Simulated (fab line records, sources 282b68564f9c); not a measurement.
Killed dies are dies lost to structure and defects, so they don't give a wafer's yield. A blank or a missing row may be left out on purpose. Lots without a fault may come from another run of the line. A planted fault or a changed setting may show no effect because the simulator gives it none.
Which tool did it? | flow rit_cmos | 7 lots, 21 wafers sampled, at 3 steps of a route of 202

WHAT THE GAUGES READ, wafer by wafer
RIT_PRETRO_TW_MEAS_10.
lot  | measured    | on            | PRETRO_TW
L623 | day 2 17:49 | film_metro-01 | 477.4 479.2 478.1
L625 | day 3 07:13 | film_metro-03 | 483.3 481.9 480.4
L632 | day 4 15:47 | film_metro-03 | 478.6 484.8 481.2
L634 | day 5 01:53 | film_metro-04 | 482.0 475.8 482.4
L638 | day 5 19:16 | film_metro-01 | 475.8 473.3 477.2
L643 | day 6 19:01 | film_metro-03 | 458.3 458.3 459.1
L645 | day 7 07:15 | film_metro-04 | 478.2 478.7 479.2

WHICH TOOL RAN EACH LOT (tool, then ch and the chambers of the sampled wafers, then the start)
lot  | RIT_NWELL_STRIP_09                  | RIT_PRETRO_IMPLANT_08
L623 | plasma_asher-04 ch 0,1, day 2 04:50 | implanter-04 ch 0, day 2 17:31
L625 | plasma_asher-02 ch 0, day 2 20:34   | implanter-04 ch 0, day 3 06:55
L632 | plasma_asher-03 ch 0,1, day 4 05:22 | implanter-03 ch 0, day 4 15:28
L634 | plasma_asher-02 ch 0,1, day 4 13:10 | implanter-02 ch 0, day 5 01:34
L638 | plasma_asher-02 ch 0,1, day 5 07:33 | implanter-04 ch 0, day 5 18:57
L643 | plasma_asher-03 ch 0, day 6 08:52   | implanter-04 ch 0, day 6 18:41
L645 | plasma_asher-02 ch 0,1, day 6 20:55 | implanter-02 ch 0, day 7 06:56
- RIT_NWELL_STRIP_09: strips in O2, time 180 s.
- RIT_PRETRO_IMPLANT_08

THE ANSWER, worked out from the rows above alone
Rule: what is usual is taken from the lots themselves. Put in order of their means at a reading, lots are off if they are a third of the lots or fewer, leave a main group of 4 or more, and stand apart from it by a gap of 3 or more times the standard deviation of the main group's means; of several such gaps the widest counts. A main group whose means are all the same, to the digits that the tables above print for the reading, isn't used. A lot without any number at a reading at which 4 lots or more have one is off too. The other lots that the step has rows for count as sound.
Off: L643, at RIT_PRETRO_TW_MEAS_10 (PRETRO_TW). The main group: mean 479.3, standard deviation 2.2.
A tool fits if, at a process step before that reading, it ran every lot that is off, and no sound lot after the first of them. The gauges at RIT_PRETRO_TW_MEAS_10 are tried like those tools. Can't be told from this: 3 tools fit, plasma_asher-03 at RIT_NWELL_STRIP_09, implanter-04 at RIT_PRETRO_IMPLANT_08, film_metro-03 at RIT_PRETRO_TW_MEAS_10.

WHAT THE SIMULATOR HAD PUT IN
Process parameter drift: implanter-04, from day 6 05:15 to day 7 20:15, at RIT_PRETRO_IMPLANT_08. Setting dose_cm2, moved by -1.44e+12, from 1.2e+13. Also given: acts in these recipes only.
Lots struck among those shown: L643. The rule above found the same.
